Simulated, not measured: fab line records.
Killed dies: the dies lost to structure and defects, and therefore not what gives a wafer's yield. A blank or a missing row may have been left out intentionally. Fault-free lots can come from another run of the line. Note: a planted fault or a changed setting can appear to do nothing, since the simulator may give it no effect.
Problem report in the 8D (eight disciplines) form, filled by code / flow berkeley cmos170 / the parts of the form that need people (team, actions taken, sign-off) are left out

== 1. WHAT WENT WRONG ==
At UCB170_M3_CD_MEAS_90, cd nm averages 735.4 nm over 4 wafers from 3 lots, while fault-free wafers read 700.5 nm, standard deviation 2.5. That is +14 standard deviations from the usual mean.
The step: target cd 700 nm.
Earliest sighting: wafer L393.3 on cd sem-01 at day 10 07:55. Wafers with a number at this step in the record: 45, from 15 lots. Rule for "out" (also "out of limits"): further than 4 standard deviations from the usual mean. The rest of the wafers with a number are treated as sound.

== 2. WHAT IT IS, WHAT IT ISN'T ==
question=which readings at this step | is=cd nm | is not=-
question=which lots | is=L393, L398, L400 | is not=L387, L388, L390, L391, L392, L394, L395, L396, L399, L405, L407, L408
question=which wafers of those lots | is=L393.3, L393.6, L398.5, L400.1 | is not=L393.4, L398.2, L398.4, L400.3, L400.6
question=read on which gauges | is=cd sem-01, cd sem-02 | is not=-
question=when | is=from day 10 07:55 | is not=up to then (25 sound wafers); but 16 sound wafers of L398, L399, L400, L405, L407, L408 came after

== 3. THE SUSPECTS, EACH WITH WHAT RULES IT OUT ==
Counting: any tool at a process step up to the reading remains a suspect provided it ran every lot that is out. Sound lots after the first of them don't rule it out here, since some wafers of a struck lot are sound.
- the gauge at UCB170_M3_CD_MEAS_90: ruled out. 2 gauges (cd sem-01, cd sem-02) read the wafers that are out.
- rtp anneal-02 at UCB170_CONTACT_RTA_08 (time 10 s): kept. Every lot that is out went through it, the first being L393 (day 9 14:17); the last sound lot it ran before that was L395 (day 9 12:29).
- rie metal-01 at UCB170_M3_METAL_ETCH_18 (etches Al in Cl2/BCl3, stops on SiO2, target depth 1170 nm, time 195 s): kept. Every lot that is out went through it, the first being L393 (day 10 07:40); the last sound lot it ran before that was L395 (day 10 06:38). Its own readings are out on those wafers: oes product au, run length s.
- The sound lot-mates ran in chamber 1 of rie metal-01 at UCB170_M3_METAL_ETCH_18, but the wafers that are out ran in chamber 0.
Remaining after the count are rtp anneal-02 at UCB170_CONTACT_RTA_08 and rie metal-01 at UCB170_M3_METAL_ETCH_18.

== 4. THE CAUSE (what the simulator had put in) ==
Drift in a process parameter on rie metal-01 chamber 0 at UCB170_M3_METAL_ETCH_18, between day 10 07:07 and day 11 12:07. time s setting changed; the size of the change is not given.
2 suspects survive the count, and this tool is in that group.

== 5. THE EFFECT CHAIN, in route order ==
Each row: a reading whose mean over the struck wafers that have a number lies more than 3 standard deviations from the usual. Scope: only readings with a usual standard deviation given in the record; hours: median across lots of the time from each lot's start at the first step in this table that gives one to its start at this step; sigmas: change in usual standard deviations.
hours=0; step=UCB170_M3_METAL_ETCH_18; reading=oes product au; usual=0.847 a.u.; on struck wafers=0.994; change=+0.147; sigmas=+13
hours=0; step=UCB170_M3_METAL_ETCH_18; reading=run length s; usual=222.9 s; on struck wafers=78.1; change=-144.8; sigmas=-99 or more
hours=0; step=UCB170_M3_STRIP_19; reading=oes product au; usual=0.547 a.u.; on struck wafers=0.726; change=+0.179; sigmas=+14
hours=0; step=UCB170_M3_CD_MEAS_90; reading=cd nm; usual=700.5 nm; on struck wafers=735.4; change=+34.9; sigmas=+14
hours=1; step=UCB170_M3_PROBE_99; reading=defect limited yield; usual=98.8 %; on struck wafers=0.0; change=-98.8; sigmas=-99 or more
hours=1; step=UCB170_M3_PROBE_99; reading=killed_at_M0_to_M3; usual=0.9; on struck wafers=261.0; change=+260.1; sigmas=+99 or more
hours=1; step=UCB170_M3_PROBE_99; reading=killed dies; usual=3.1; on struck wafers=264.0; change=+260.9; sigmas=+99 or more
hours=1; step=UCB170_M3_PROBE_99; reading=killed on rim; usual=0.9; on struck wafers=70.0; change=+69.1; sigmas=+74
hours=1; step=UCB170_M3_PROBE_99; reading=sort_bin_5_function; usual=0.7 %; on struck wafers=99.6; change=+98.9; sigmas=+99 or more
hours=1; step=UCB170_M3_PROBE_99; reading=sort n pass; usual=260.9; on struck wafers=0.0; change=-260.9; sigmas=-99 or more
hours=1; step=UCB170_M3_PROBE_99; reading=sort yield pct; usual=98.8 %; on struck wafers=0.0; change=-98.8; sigmas=-99 or more
Process steps it contains:
- UCB170_M3_METAL_ETCH_18: etches Al in Cl2/BCl3, stops on SiO2, target depth 1170 nm, time 195 s.
- UCB170_M3_STRIP_19: strips in O2.
- UCB170_M3_PROBE_99

== 6. WHAT WOULD HAVE CAUGHT IT SOONER ==
In this record the first reading out of limits at a measuring or inspecting step was taken at day 10 07:55, 1 hour after the fault began at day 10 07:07.
The tool's own readings at UCB170_M3_METAL_ETCH_18 were out on every struck wafer that the step has a row for (oes product au, run length s): an alarm limit on them would have fired on the first of those.
L398, L400, from the lots that are out (3), started UCB170_M3_METAL_ETCH_18 on rie metal-01 later than day 10 07:55. A hold on the tool at that time would have spared those 2.
